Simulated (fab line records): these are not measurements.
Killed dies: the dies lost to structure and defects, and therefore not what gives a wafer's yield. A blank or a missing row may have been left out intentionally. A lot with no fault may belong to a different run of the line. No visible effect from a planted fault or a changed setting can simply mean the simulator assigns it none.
Which tool did it? :: flow berkeley cmos170 :: 7 lots, 21 wafers sampled, at 4 steps of a route of 331

WHAT EACH GAUGE READ, for each wafer
UCB170_CONTACT_CD_MEAS_90 targets a cd of 700 nm.
lot: L927
measured: day 9 09:31
on: cd sem-01
cd nm (nm): 698.0 700.1 698.0

lot: L929
measured: day 10 03:07
on: cd sem-02
cd nm (nm): 699.2 700.3 700.0

lot: L931
measured: day 10 22:21
on: cd sem-01
cd nm (nm): 700.9 701.3 701.4

lot: L937
measured: day 11 15:22
on: cd sem-02
cd nm (nm): 700.1 701.6 701.1

lot: L935
measured: day 11 12:02
on: cd sem-01
cd nm (nm): - - -

lot: L945
measured: day 12 13:58
on: cd sem-02
cd nm (nm): 699.0 699.9 702.5

lot: L949
measured: day 13 19:09
on: cd sem-02
cd nm (nm): 703.3 701.0 702.3

WHAT TOOL EACH LOT RAN ON (gives the tool, then ch and the chambers of the sampled wafers, and finally the start)
lot: L927
UCB170_GATE_ETCH_14: rie diel-03 ch 0,2,3, day 8 10:30
UCB170_SDANNEAL_RTA_00: rtp anneal-01 ch 0, day 9 04:26
UCB170_CONTACT_CVD_01: lpcvd-01 ch 1, day 9 05:37

lot: L929
UCB170_GATE_ETCH_14: rie diel-04 ch 2,3, day 9 00:16
UCB170_SDANNEAL_RTA_00: rtp anneal-01 ch 0, day 9 18:50
UCB170_CONTACT_CVD_01: lpcvd-01 ch 1, day 9 19:59

lot: L931
UCB170_GATE_ETCH_14: rie diel-04 ch 0,1,3, day 9 21:02
UCB170_SDANNEAL_RTA_00: rtp anneal-01 ch 0, day 10 14:33
UCB170_CONTACT_CVD_01: lpcvd-02 ch 0, day 10 15:41

lot: L937
UCB170_GATE_ETCH_14: rie diel-03 ch 1,3, day 10 11:05
UCB170_SDANNEAL_RTA_00: rtp anneal-02 ch 0, day 11 06:15
UCB170_CONTACT_CVD_01: lpcvd-02 ch 1, day 11 08:26

lot: L935
UCB170_GATE_ETCH_14: rie diel-03 ch 2,3, day 10 11:27
UCB170_SDANNEAL_RTA_00: rtp anneal-01 ch 0, day 11 05:33
UCB170_CONTACT_CVD_01: lpcvd-01 ch 0, day 11 07:23

lot: L945
UCB170_GATE_ETCH_14: rie diel-04 ch 0,2,3, day 11 17:09
UCB170_SDANNEAL_RTA_00: rtp anneal-01 ch 0, day 12 06:21
UCB170_CONTACT_CVD_01: lpcvd-01 ch 1, day 12 07:43

lot: L949
UCB170_GATE_ETCH_14: rie diel-04 ch 1,2,3, day 12 14:53
UCB170_SDANNEAL_RTA_00: rtp anneal-01 ch 0, day 13 11:54
UCB170_CONTACT_CVD_01: lpcvd-02 ch 0, day 13 14:47
- UCB170_GATE_ETCH_14: etches BARC in N2/H2.
- UCB170_SDANNEAL_RTA_00: time 10.41 s.
- UCB170_CONTACT_CVD_01: deposits PSG from SiH4/O2/PH3, target thk 700 nm, time 2820 s.

THE ANSWER, worked out from the rows above alone
Rule: the lots themselves supply what counts as usual. Put in order of their means at a reading, lots are off if they are a third of the lots or fewer, leave a main group of 4 or more, and stand apart from it by a gap of 3 or more times the standard deviation of the main group's means; of several such gaps the widest counts. If all means in a main group match to the digits the tables above print for the reading, that group is not used. Also off: a lot with no number at a reading for which 4 or more lots have one. The other lots that the step has rows for count as sound.
Off at UCB170_CONTACT_CD_MEAS_90 (cd nm): L935. Without a number there: L935. The main group: mean 700.6 nm, standard deviation 1.1.
A tool fits if, at a process step before that reading, it ran every lot that is off, and no sound lot after the first of them. The gauges at UCB170_CONTACT_CD_MEAS_90 are tried like those tools. This does not decide it: 2 tools fit, namely rie diel-03 at UCB170_GATE_ETCH_14 and cd sem-01 at UCB170_CONTACT_CD_MEAS_90.

WHAT THE SIMULATOR PUT IN
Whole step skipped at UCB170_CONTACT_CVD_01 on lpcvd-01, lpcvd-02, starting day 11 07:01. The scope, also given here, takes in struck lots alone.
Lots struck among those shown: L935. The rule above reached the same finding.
